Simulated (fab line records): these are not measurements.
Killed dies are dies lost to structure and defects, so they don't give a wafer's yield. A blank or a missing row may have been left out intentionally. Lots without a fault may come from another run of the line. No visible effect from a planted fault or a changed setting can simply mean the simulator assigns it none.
Problem report, 8D (eight disciplines) form, completed by code -- flow berkeley_cmos170 -- the parts of the form that need people (team, actions taken, sign-off) are left out

== 1. PROBLEM STATEMENT ==
On 2 wafers of 1 lot, run_length_s at UCB170_V1_ETCH_14 has a mean of 289.0 s; fault-free wafers read 319.4 s, standard deviation 0.56. That is -54 standard deviations from the usual mean.
The step: etches SiO2 in CHF3/CF4/Ar, stops on Al, target depth 1250 nm, time 291 s.
First observed at day 9 14:20: wafer L848.2, on rie_diel-04. The record holds 39 wafers of 13 lots with a number at this step. The rule behind "out" and "out of limits": a value lying over 4 standard deviations away from the usual mean. The rest of the wafers with a number are treated as sound.

== 2. WHAT IT IS, WHAT IT ISN'T ==
question,is,is not
which readings at this step,"run_length_s, oes_product_au","drypump_motor_current_A, throttle_valve_pct"
which lots,L848,"L840, L841, L842, L843, L844, L846, L853, L856, L857, L858, L859, L862"
which wafers of those lots,"L848.2, L848.5",L848.4
read on which tools,rie_diel-04,"rie_diel-02, rie_diel-03"
when,from day 9 14:20,"up to then (19 sound wafers); but 18 sound wafers of L853, L856, L857, L858, L859, L862 came after"

== 3. SUSPECTS, AND WHAT RULES EACH OUT ==
Counting: if a tool at a process step up to the reading ran every lot that is out, it stays a suspect. Sound lots after the first of them don't rule it out here, since some wafers of a struck lot are sound.
- rie_diel-04 at UCB170_V1_ETCH_14 (etches SiO2 in CHF3/CF4/Ar, stops on Al, target depth 1250 nm, time 291 s): kept. It processed L848, the lot that is out, at day 9 14:20, and its most recent sound lot before then was L846 at day 9 13:13. Its own oes_product_au, run_length_s readings are out on those wafers.
- Within rie_diel-04 at UCB170_V1_ETCH_14, the wafers that are out were processed in chamber 0 and their sound lot-mates in chamber 3.
Left after counting: rie_diel-04 at UCB170_V1_ETCH_14.

== 4. THE CAUSE (what the simulator had put in) ==
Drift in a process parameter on rie_diel-04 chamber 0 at UCB170_V1_ETCH_14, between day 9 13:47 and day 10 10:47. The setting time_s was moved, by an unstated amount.
Counting left only this tool.

== 5. THE EFFECT CHAIN, in route order ==
Each row: a reading whose mean over the struck wafers that have a number lies more than 3 standard deviations from the usual. Only readings whose record carries a usual standard deviation are examined. hours: median over the lots of the time between each lot's start at the first step of this table that gives one and its start at this step. sigmas: the change, counted in usual standard deviations.
hours,step,reading,usual,on struck wafers,change,sigmas
0,UCB170_V1_ETCH_14,oes_product_au,0.870 a.u.,0.984,+0.114,+8.8
0,UCB170_V1_ETCH_14,run_length_s,319.4 s,289.0,-30.4,-54
0,UCB170_V1_STRIP_15,strip_time_to_endpoint_s,15.28 s,15.85,+0.57,+7.5
Process steps it contains:
- UCB170_V1_ETCH_14: etches SiO2 in CHF3/CF4/Ar, stops on Al, target depth 1250 nm, time 291 s.
- UCB170_V1_STRIP_15: strips in O2.

== 6. HOW IT WOULD HAVE BEEN CAUGHT EARLIER ==
In this record the first reading out of limits was taken at day 9 14:20, 1 hour after the fault began at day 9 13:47.
